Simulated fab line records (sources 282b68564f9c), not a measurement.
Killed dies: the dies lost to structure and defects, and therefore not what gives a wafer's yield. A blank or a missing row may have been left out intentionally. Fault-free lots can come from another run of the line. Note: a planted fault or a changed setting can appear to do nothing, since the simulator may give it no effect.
fab line records :: flow ritCmos
record:
  lots: 5
  wafers: 23
route steps=202 shown SILICIDE@162 M1@188
startH: hours from the record's first day to the start of the lot's first wafer shown :: waitH: hours since the lot's step before :: " identical to the entry in the row above :: L1.1+2: one row covering several wafers at once :: - either no value or no given start :: * or withheld: withheld :: < > ~ a bound
route shown NAME@n: a module of which the file shows steps, and the number in the route of the first :: usual: mean/standard deviation taken from wafers without a fault :: same: alike in all rows :: chamber/n: place in a boat :: sites: readings site by site :: _std_site: standard deviation across them :: _edge_site: the outer-site mean with the inner-site mean subtracted :: radiusMm: how far each site lies from the wafer's centre :: mask NAME#n: copy n :: behind: the tool/chamber that last shaped the wafer :: hold: why the lot was held/for how many hours/how that ended :: device: names the non-switching transistor (n, p or np) :: end of line: tests run on the same wafers once the route is complete :: step lacking rows: just its recipe :: killed: the dies lost at the first sort to structure and to defects; this is not the yield of the wafer :: map: dies across one wafer; x = killed, . = not, _ = none there
set.NAME: the setting the step ran with; set.NAME@STEP: the setting that earlier step ran with :: model.NAME: the simulator's own value behind a step, which no gauge read
lots where settings were altered on purpose, with a table for each step and a row for each wafer
== steps ==
step: RIT_SILICIDE_SPUTTER_01
recipe:
  material: Ti
  targetThkNm: 30
  powerW: 350
  chamberPressurePa: 0.667
  gas: Ar
  timeS: 240
  substrateTempC: 25
lot.wafer: L074.1
tool: pvdSputter-03
chamber: -
startH: -
waitH: -
set.powerW: 350
model.Ti_of_SILICIDE_SPUTTER_01.thkNm: 29.82

lot.wafer: L074.2
tool: pvdSputter-03
chamber: -
startH: -
waitH: -
set.powerW: 369.8
model.Ti_of_SILICIDE_SPUTTER_01.thkNm: 31.64

lot.wafer: L074.4
tool: pvdSputter-03
chamber: -
startH: -
waitH: -
set.powerW: 350
model.Ti_of_SILICIDE_SPUTTER_01.thkNm: 30.13

lot.wafer: L074.5
tool: pvdSputter-03
chamber: -
startH: -
waitH: -
set.powerW: 350
model.Ti_of_SILICIDE_SPUTTER_01.thkNm: 29.52

lot.wafer: L074.6
tool: pvdSputter-03
chamber: -
startH: -
waitH: -
set.powerW: 369.8
model.Ti_of_SILICIDE_SPUTTER_01.thkNm: 31.45

lot.wafer: L076.1
tool: pvdSputter-03
chamber: -
startH: -
waitH: -
set.powerW: 350
model.Ti_of_SILICIDE_SPUTTER_01.thkNm: 29.42

lot.wafer: L076.2
tool: pvdSputter-03
chamber: -
startH: -
waitH: -
set.powerW: 350
model.Ti_of_SILICIDE_SPUTTER_01.thkNm: 30.13

lot.wafer: L076.3
tool: pvdSputter-03
chamber: -
startH: -
waitH: -
set.powerW: 350
model.Ti_of_SILICIDE_SPUTTER_01.thkNm: 29.82

lot.wafer: L076.5
tool: pvdSputter-03
chamber: -
startH: -
waitH: -
set.powerW: 350
model.Ti_of_SILICIDE_SPUTTER_01.thkNm: 29.73

lot.wafer: L076.6
tool: pvdSputter-03
chamber: -
startH: -
waitH: -
set.powerW: 350
model.Ti_of_SILICIDE_SPUTTER_01.thkNm: 29.88

lot.wafer: L077.3
tool: pvdSputter-02
chamber: -
startH: 65.34
waitH: 0.0
set.powerW: 350
model.Ti_of_SILICIDE_SPUTTER_01.thkNm: 30.21

lot.wafer: L077.4
tool: pvdSputter-02
chamber: -
startH: 65.34
waitH: 0.0
set.powerW: 350
model.Ti_of_SILICIDE_SPUTTER_01.thkNm: 30.47

lot.wafer: L077.5
tool: pvdSputter-02
chamber: -
startH: 65.34
waitH: 0.0
set.powerW: 350
model.Ti_of_SILICIDE_SPUTTER_01.thkNm: 30.09

lot.wafer: L079.1
tool: pvdSputter-02
chamber: -
startH: -
waitH: -
set.powerW: 387.5
model.Ti_of_SILICIDE_SPUTTER_01.thkNm: 32.97

lot.wafer: L079.2
tool: pvdSputter-02
chamber: -
startH: -
waitH: -
set.powerW: 350
model.Ti_of_SILICIDE_SPUTTER_01.thkNm: 29.86

lot.wafer: L079.3
tool: pvdSputter-02
chamber: -
startH: -
waitH: -
set.powerW: 350
model.Ti_of_SILICIDE_SPUTTER_01.thkNm: 29.43

lot.wafer: L079.5
tool: pvdSputter-02
chamber: -
startH: -
waitH: -
set.powerW: 350
model.Ti_of_SILICIDE_SPUTTER_01.thkNm: 29.96

lot.wafer: L079.6
tool: pvdSputter-02
chamber: -
startH: -
waitH: -
set.powerW: 387.5
model.Ti_of_SILICIDE_SPUTTER_01.thkNm: 32.74

lot.wafer: L084.1
tool: pvdSputter-03
chamber: -
startH: -
waitH: -
set.powerW: 350
model.Ti_of_SILICIDE_SPUTTER_01.thkNm: 30.04

lot.wafer: L084.2
tool: pvdSputter-03
chamber: -
startH: -
waitH: -
set.powerW: 371.4
model.Ti_of_SILICIDE_SPUTTER_01.thkNm: 31.22

lot.wafer: L084.4
tool: pvdSputter-03
chamber: -
startH: -
waitH: -
set.powerW: 371.4
model.Ti_of_SILICIDE_SPUTTER_01.thkNm: 31.83

lot.wafer: L084.5
tool: pvdSputter-03
chamber: -
startH: -
waitH: -
set.powerW: 371.4
model.Ti_of_SILICIDE_SPUTTER_01.thkNm: 31.43

lot.wafer: L084.6
tool: pvdSputter-03
chamber: -
startH: -
waitH: -
set.powerW: 350
model.Ti_of_SILICIDE_SPUTTER_01.thkNm: 30.1
step: RIT_SILICIDE_RS_MEAS_02
recipe:
  thkMeasGauge: four-point-probe
  reads: Ti_of_SILICIDE_SPUTTER_01
usual:
  SILICIDE_TI_RS: 48.3/0.63
lot.wafer: L074.1
tool: filmMetro-02
chamber: -
startH: 50.93
waitH: 0.1
set.powerW@SILICIDE_SPUTTER_01: 350
SILICIDE_TI_RS[ohm/sq]: 48.3

lot.wafer: L074.2
tool: filmMetro-02
chamber: -
startH: 50.93
waitH: 0.1
set.powerW@SILICIDE_SPUTTER_01: 369.8
SILICIDE_TI_RS[ohm/sq]: 44.8

lot.wafer: L074.4
tool: filmMetro-02
chamber: -
startH: 50.93
waitH: 0.1
set.powerW@SILICIDE_SPUTTER_01: 350
SILICIDE_TI_RS[ohm/sq]: 47.7

lot.wafer: L074.5
tool: filmMetro-02
chamber: -
startH: 50.93
waitH: 0.1
set.powerW@SILICIDE_SPUTTER_01: 350
SILICIDE_TI_RS[ohm/sq]: 48.9

lot.wafer: L074.6
tool: filmMetro-02
chamber: -
startH: 50.93
waitH: 0.1
set.powerW@SILICIDE_SPUTTER_01: 369.8
SILICIDE_TI_RS[ohm/sq]: 45.1

lot.wafer: L076.1
tool: filmMetro-02
chamber: -
startH: 60.94
waitH: 0.1
set.powerW@SILICIDE_SPUTTER_01: 350
SILICIDE_TI_RS[ohm/sq]: 49.1

lot.wafer: L076.2
tool: filmMetro-02
chamber: -
startH: 60.94
waitH: 0.1
set.powerW@SILICIDE_SPUTTER_01: 350
SILICIDE_TI_RS[ohm/sq]: 47.7

lot.wafer: L076.3
tool: filmMetro-02
chamber: -
startH: 60.94
waitH: 0.1
set.powerW@SILICIDE_SPUTTER_01: 350
SILICIDE_TI_RS[ohm/sq]: 48.3

lot.wafer: L076.5
tool: filmMetro-02
chamber: -
startH: 60.94
waitH: 0.1
set.powerW@SILICIDE_SPUTTER_01: 350
SILICIDE_TI_RS[ohm/sq]: 48.4

lot.wafer: L076.6
tool: filmMetro-02
chamber: -
startH: 60.94
waitH: 0.1
set.powerW@SILICIDE_SPUTTER_01: 350
SILICIDE_TI_RS[ohm/sq]: 48.2

lot.wafer: L077.3
tool: filmMetro-03
chamber: -
startH: 65.53
waitH: 0.1
set.powerW@SILICIDE_SPUTTER_01: 350
SILICIDE_TI_RS[ohm/sq]: 47.6

lot.wafer: L077.4
tool: filmMetro-03
chamber: -
startH: 65.53
waitH: 0.1
set.powerW@SILICIDE_SPUTTER_01: 350
SILICIDE_TI_RS[ohm/sq]: 47.0

lot.wafer: L077.5
tool: filmMetro-03
chamber: -
startH: 65.53
waitH: 0.1
set.powerW@SILICIDE_SPUTTER_01: 350
SILICIDE_TI_RS[ohm/sq]: 47.7

lot.wafer: L079.1
tool: filmMetro-02
chamber: -
startH: 74.68
waitH: 0.1
set.powerW@SILICIDE_SPUTTER_01: 387.5
SILICIDE_TI_RS[ohm/sq]: 42.6

lot.wafer: L079.2
tool: filmMetro-02
chamber: -
startH: 74.68
waitH: 0.1
set.powerW@SILICIDE_SPUTTER_01: 350
SILICIDE_TI_RS[ohm/sq]: 48.1

lot.wafer: L079.3
tool: filmMetro-02
chamber: -
startH: 74.68
waitH: 0.1
set.powerW@SILICIDE_SPUTTER_01: 350
SILICIDE_TI_RS[ohm/sq]: 49.1

lot.wafer: L079.5
tool: filmMetro-02
chamber: -
startH: 74.68
waitH: 0.1
set.powerW@SILICIDE_SPUTTER_01: 350
SILICIDE_TI_RS[ohm/sq]: 48.0

lot.wafer: L079.6
tool: filmMetro-02
chamber: -
startH: 74.68
waitH: 0.1
set.powerW@SILICIDE_SPUTTER_01: 387.5
SILICIDE_TI_RS[ohm/sq]: 42.9

lot.wafer: L084.1
tool: filmMetro-01
chamber: -
startH: 99.56
waitH: 0.1
set.powerW@SILICIDE_SPUTTER_01: 350
SILICIDE_TI_RS[ohm/sq]: 47.9

lot.wafer: L084.2
tool: filmMetro-01
chamber: -
startH: 99.56
waitH: 0.1
set.powerW@SILICIDE_SPUTTER_01: 371.4
SILICIDE_TI_RS[ohm/sq]: 45.6

lot.wafer: L084.4
tool: filmMetro-01
chamber: -
startH: 99.56
waitH: 0.1
set.powerW@SILICIDE_SPUTTER_01: 371.4
SILICIDE_TI_RS[ohm/sq]: 44.5

lot.wafer: L084.5
tool: filmMetro-01
chamber: -
startH: 99.56
waitH: 0.1
set.powerW@SILICIDE_SPUTTER_01: 371.4
SILICIDE_TI_RS[ohm/sq]: 45.2

lot.wafer: L084.6
tool: filmMetro-01
chamber: -
startH: 99.56
waitH: 0.1
set.powerW@SILICIDE_SPUTTER_01: 350
SILICIDE_TI_RS[ohm/sq]: 47.8
step: RIT_SILICIDE_THK_MEAS_03
recipe:
  thkMeasGauge: xrf
  reads: Ti_of_SILICIDE_SPUTTER_01
usual:
  SILICIDE_TI_THK: 30.2/0.34
lot.wafer: L074.1
tool: filmMetro-02
chamber: -
startH: 51.05
waitH: 0.1
set.powerW@SILICIDE_SPUTTER_01: 350
SILICIDE_TI_THK[nm]: 30.2

lot.wafer: L074.2
tool: filmMetro-02
chamber: -
startH: 51.05
waitH: 0.1
set.powerW@SILICIDE_SPUTTER_01: 369.8
SILICIDE_TI_THK[nm]: 32.1

lot.wafer: L074.4
tool: filmMetro-02
chamber: -
startH: 51.05
waitH: 0.1
set.powerW@SILICIDE_SPUTTER_01: 350
SILICIDE_TI_THK[nm]: 30.3

lot.wafer: L074.5
tool: filmMetro-02
chamber: -
startH: 51.05
waitH: 0.1
set.powerW@SILICIDE_SPUTTER_01: 350
SILICIDE_TI_THK[nm]: 29.8

lot.wafer: L074.6
tool: filmMetro-02
chamber: -
startH: 51.05
waitH: 0.1
set.powerW@SILICIDE_SPUTTER_01: 369.8
SILICIDE_TI_THK[nm]: 31.9

lot.wafer: L076.1
tool: filmMetro-02
chamber: -
startH: 61.06
waitH: 0.1
set.powerW@SILICIDE_SPUTTER_01: 350
SILICIDE_TI_THK[nm]: 29.8

lot.wafer: L076.2
tool: filmMetro-02
chamber: -
startH: 61.06
waitH: 0.1
set.powerW@SILICIDE_SPUTTER_01: 350
SILICIDE_TI_THK[nm]: 30.6

lot.wafer: L076.3
tool: filmMetro-02
chamber: -
startH: 61.06
waitH: 0.1
set.powerW@SILICIDE_SPUTTER_01: 350
SILICIDE_TI_THK[nm]: 30.0

lot.wafer: L076.5
tool: filmMetro-02
chamber: -
startH: 61.06
waitH: 0.1
set.powerW@SILICIDE_SPUTTER_01: 350
SILICIDE_TI_THK[nm]: 30.1

lot.wafer: L076.6
tool: filmMetro-02
chamber: -
startH: 61.06
waitH: 0.1
set.powerW@SILICIDE_SPUTTER_01: 350
SILICIDE_TI_THK[nm]: 30.1

lot.wafer: L077.3
tool: filmMetro-03
chamber: -
startH: 65.63
waitH: 0.1
set.powerW@SILICIDE_SPUTTER_01: 350
SILICIDE_TI_THK[nm]: 30.7

lot.wafer: L077.4
tool: filmMetro-03
chamber: -
startH: 65.63
waitH: 0.1
set.powerW@SILICIDE_SPUTTER_01: 350
SILICIDE_TI_THK[nm]: 30.8

lot.wafer: L077.5
tool: filmMetro-03
chamber: -
startH: 65.63
waitH: 0.1
set.powerW@SILICIDE_SPUTTER_01: 350
SILICIDE_TI_THK[nm]: 30.4

lot.wafer: L079.1
tool: filmMetro-02
chamber: -
startH: 74.80
waitH: 0.1
set.powerW@SILICIDE_SPUTTER_01: 387.5
SILICIDE_TI_THK[nm]: 33.4

lot.wafer: L079.2
tool: filmMetro-02
chamber: -
startH: 74.80
waitH: 0.1
set.powerW@SILICIDE_SPUTTER_01: 350
SILICIDE_TI_THK[nm]: 30.3

lot.wafer: L079.3
tool: filmMetro-02
chamber: -
startH: 74.80
waitH: 0.1
set.powerW@SILICIDE_SPUTTER_01: 350
SILICIDE_TI_THK[nm]: 29.8

lot.wafer: L079.5
tool: filmMetro-02
chamber: -
startH: 74.80
waitH: 0.1
set.powerW@SILICIDE_SPUTTER_01: 350
SILICIDE_TI_THK[nm]: 30.3

lot.wafer: L079.6
tool: filmMetro-02
chamber: -
startH: 74.80
waitH: 0.1
set.powerW@SILICIDE_SPUTTER_01: 387.5
SILICIDE_TI_THK[nm]: 33.2

lot.wafer: L084.1
tool: filmMetro-01
chamber: -
startH: 99.68
waitH: 0.1
set.powerW@SILICIDE_SPUTTER_01: 350
SILICIDE_TI_THK[nm]: 30.5

lot.wafer: L084.2
tool: filmMetro-01
chamber: -
startH: 99.68
waitH: 0.1
set.powerW@SILICIDE_SPUTTER_01: 371.4
SILICIDE_TI_THK[nm]: 31.6

lot.wafer: L084.4
tool: filmMetro-01
chamber: -
startH: 99.68
waitH: 0.1
set.powerW@SILICIDE_SPUTTER_01: 371.4
SILICIDE_TI_THK[nm]: 32.5

lot.wafer: L084.5
tool: filmMetro-01
chamber: -
startH: 99.68
waitH: 0.1
set.powerW@SILICIDE_SPUTTER_01: 371.4
SILICIDE_TI_THK[nm]: 31.9

lot.wafer: L084.6
tool: filmMetro-01
chamber: -
startH: 99.68
waitH: 0.1
set.powerW@SILICIDE_SPUTTER_01: 350
SILICIDE_TI_THK[nm]: 30.5
step: RIT_M1_COAT_04
recipe:
  resist: NOVOLAK
  spinRpm: 2000
  resistThkNm: 1300
lot.wafer: L074.1
tool: lithoTrack-01
chamber: 0
startH: 54.35
waitH: 0.1
set.resistThkNm: 1300
model.NOVOLAK_of_M1_COAT_04.thkNm: 1296

lot.wafer: L074.2
tool: lithoTrack-01
chamber: 0
startH: 54.35
waitH: 0.1
set.resistThkNm: 1244
model.NOVOLAK_of_M1_COAT_04.thkNm: 1239

lot.wafer: L074.4
tool: lithoTrack-01
chamber: 0
startH: 54.35
waitH: 0.1
set.resistThkNm: 1244
model.NOVOLAK_of_M1_COAT_04.thkNm: 1244

lot.wafer: L074.5
tool: lithoTrack-01
chamber: 0
startH: 54.35
waitH: 0.1
set.resistThkNm: 1300
model.NOVOLAK_of_M1_COAT_04.thkNm: 1297

lot.wafer: L074.6
tool: lithoTrack-01
chamber: 0
startH: 54.35
waitH: 0.1
set.resistThkNm: 1300
model.NOVOLAK_of_M1_COAT_04.thkNm: 1298

lot.wafer: L076.1
tool: lithoTrack-02
chamber: 0
startH: 64.35
waitH: 0.1
set.resistThkNm: 1346
model.NOVOLAK_of_M1_COAT_04.thkNm: 1347

lot.wafer: L076.2
tool: lithoTrack-02
chamber: 0
startH: 64.35
waitH: 0.1
set.resistThkNm: 1346
model.NOVOLAK_of_M1_COAT_04.thkNm: 1352

lot.wafer: L076.3
tool: lithoTrack-02
chamber: 0
startH: 64.35
waitH: 0.1
set.resistThkNm: 1300
model.NOVOLAK_of_M1_COAT_04.thkNm: 1298

lot.wafer: L076.5
tool: lithoTrack-02
chamber: 0
startH: 64.35
waitH: 0.1
set.resistThkNm: 1300
model.NOVOLAK_of_M1_COAT_04.thkNm: 1302

lot.wafer: L076.6
tool: lithoTrack-02
chamber: 0
startH: 64.35
waitH: 0.1
set.resistThkNm: 1346
model.NOVOLAK_of_M1_COAT_04.thkNm: 1345

lot.wafer: L077.3
tool: lithoTrack-02
chamber: 0
startH: 68.87
waitH: 0.1
set.resistThkNm: 1300
model.NOVOLAK_of_M1_COAT_04.thkNm: 1294

lot.wafer: L077.4
tool: lithoTrack-02
chamber: 0
startH: 68.87
waitH: 0.1
set.resistThkNm: 1300
model.NOVOLAK_of_M1_COAT_04.thkNm: 1295

lot.wafer: L077.5
tool: lithoTrack-02
chamber: 0
startH: 68.87
waitH: 0.1
set.resistThkNm: 1300
model.NOVOLAK_of_M1_COAT_04.thkNm: 1292

lot.wafer: L079.1
tool: lithoTrack-01
chamber: 0
startH: 77.91
waitH: 0.1
set.resistThkNm: 1227
model.NOVOLAK_of_M1_COAT_04.thkNm: 1232

lot.wafer: L079.2
tool: lithoTrack-01
chamber: 0
startH: 77.91
waitH: 0.1
set.resistThkNm: 1227
model.NOVOLAK_of_M1_COAT_04.thkNm: 1231

lot.wafer: L079.3
tool: lithoTrack-01
chamber: 0
startH: 77.91
waitH: 0.1
set.resistThkNm: 1227
model.NOVOLAK_of_M1_COAT_04.thkNm: 1235

lot.wafer: L079.5+6
tool: lithoTrack-01
chamber: 0
startH: 77.91
waitH: 0.1
set.resistThkNm: 1300
model.NOVOLAK_of_M1_COAT_04.thkNm: 1306

lot.wafer: L084.1
tool: lithoTrack-02
chamber: 0
startH: 103.00
waitH: 0.1
set.resistThkNm: 1342
model.NOVOLAK_of_M1_COAT_04.thkNm: 1345

lot.wafer: L084.2
tool: lithoTrack-02
chamber: 0
startH: 103.00
waitH: 0.1
set.resistThkNm: 1342
model.NOVOLAK_of_M1_COAT_04.thkNm: 1342

lot.wafer: L084.4
tool: lithoTrack-02
chamber: 0
startH: 103.00
waitH: 0.1
set.resistThkNm: 1300
model.NOVOLAK_of_M1_COAT_04.thkNm: 1303

lot.wafer: L084.5
tool: lithoTrack-02
chamber: 0
startH: 103.00
waitH: 0.1
set.resistThkNm: 1300
model.NOVOLAK_of_M1_COAT_04.thkNm: 1298

lot.wafer: L084.6
tool: lithoTrack-02
chamber: 0
startH: 103.00
waitH: 0.1
set.resistThkNm: 1342
model.NOVOLAK_of_M1_COAT_04.thkNm: 1343
== key ==
split:
  step: RIT_SILICIDE_SPUTTER_01
  setting: powerW
  stated: 350
  by: wafer
response:
  step: RIT_SILICIDE_SPUTTER_01
  reading: model.Ti_of_SILICIDE_SPUTTER_01.thkNm
  change: +0.281
  per: 1%
  r: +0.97
response:
  step: RIT_SILICIDE_RS_MEAS_02
  reading: SILICIDE_TI_RS
  change: -0.521
  per: 1%
  r: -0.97
response:
  step: RIT_SILICIDE_THK_MEAS_03
  reading: SILICIDE_TI_THK
  change: +0.289
  per: 1%
  r: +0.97
split:
  step: RIT_M1_COAT_04
  setting: resistThkNm
  stated: 1300
  by: wafer
response:
  step: RIT_M1_COAT_04
  reading: model.NOVOLAK_of_M1_COAT_04.thkNm
  change: +13.1
  per: 1%
  r: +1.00
